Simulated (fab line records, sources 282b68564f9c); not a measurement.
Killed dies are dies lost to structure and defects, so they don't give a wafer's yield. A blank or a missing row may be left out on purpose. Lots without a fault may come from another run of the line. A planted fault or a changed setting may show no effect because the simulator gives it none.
Which tool did it? | flow rit_cmos | 7 lots, 21 wafers sampled, at 2 steps of a route of 202

WHAT THE GAUGES READ, wafer by wafer
RIT_SDANNEAL_RS_MEAS_05: measures by four-point-probe.
lot  | measured    | on            | NSD_RS (ohm/sq)
L206 | day 3 15:01 | film_metro-02 | 84.90 84.42 84.28
L209 | day 4 08:39 | film_metro-04 | 84.69 84.52 84.45
L213 | day 5 06:03 | film_metro-02 | 84.51 84.55 84.25
L216 | day 5 19:29 | film_metro-02 | 84.72 84.34 84.64
L218 | day 6 12:36 | film_metro-02 | 84.65 84.64 84.59
L220 | day 6 18:07 | film_metro-04 | - - -
L226 | day 8 13:38 | film_metro-03 | 84.32 84.44 84.78

WHICH TOOL RAN EACH LOT (tool, then ch and the chambers of the sampled wafers, then the start)
lot  | RIT_NSD_IMPLANT_08
L206 | implanter-02 ch 0, day 3 12:39
L209 | implanter-04 ch 0, day 4 06:18
L213 | implanter-02 ch 0, day 5 03:41
L216 | implanter-02 ch 0, day 5 16:59
L218 | implanter-04 ch 0, day 6 10:07
L220 | implanter-02 ch 0, day 6 15:35
L226 | implanter-03 ch 0, day 8 11:16
- RIT_NSD_IMPLANT_08

THE ANSWER, worked out from the rows above alone
Rule: what is usual is taken from the lots themselves. Put in order of their means at a reading, lots are off if they are a third of the lots or fewer, leave a main group of 4 or more, and stand apart from it by a gap of 3 or more times the standard deviation of the main group's means; of several such gaps the widest counts. A main group whose means are all the same, to the digits that the tables above print for the reading, isn't used. A lot without any number at a reading at which 4 lots or more have one is off too. The other lots that the step has rows for count as sound.
Off: L220, at RIT_SDANNEAL_RS_MEAS_05 (NSD_RS). Without a number there: L220. The main group: mean 84.54 ohm/sq, standard deviation 0.057.
A tool fits if, at a process step before that reading, it ran every lot that is off, and no sound lot after the first of them. The gauges at RIT_SDANNEAL_RS_MEAS_05 are tried like those tools. Can't be told from this: 2 tools fit, implanter-02 at RIT_NSD_IMPLANT_08, film_metro-04 at RIT_SDANNEAL_RS_MEAS_05.

WHAT THE SIMULATOR HAD PUT IN
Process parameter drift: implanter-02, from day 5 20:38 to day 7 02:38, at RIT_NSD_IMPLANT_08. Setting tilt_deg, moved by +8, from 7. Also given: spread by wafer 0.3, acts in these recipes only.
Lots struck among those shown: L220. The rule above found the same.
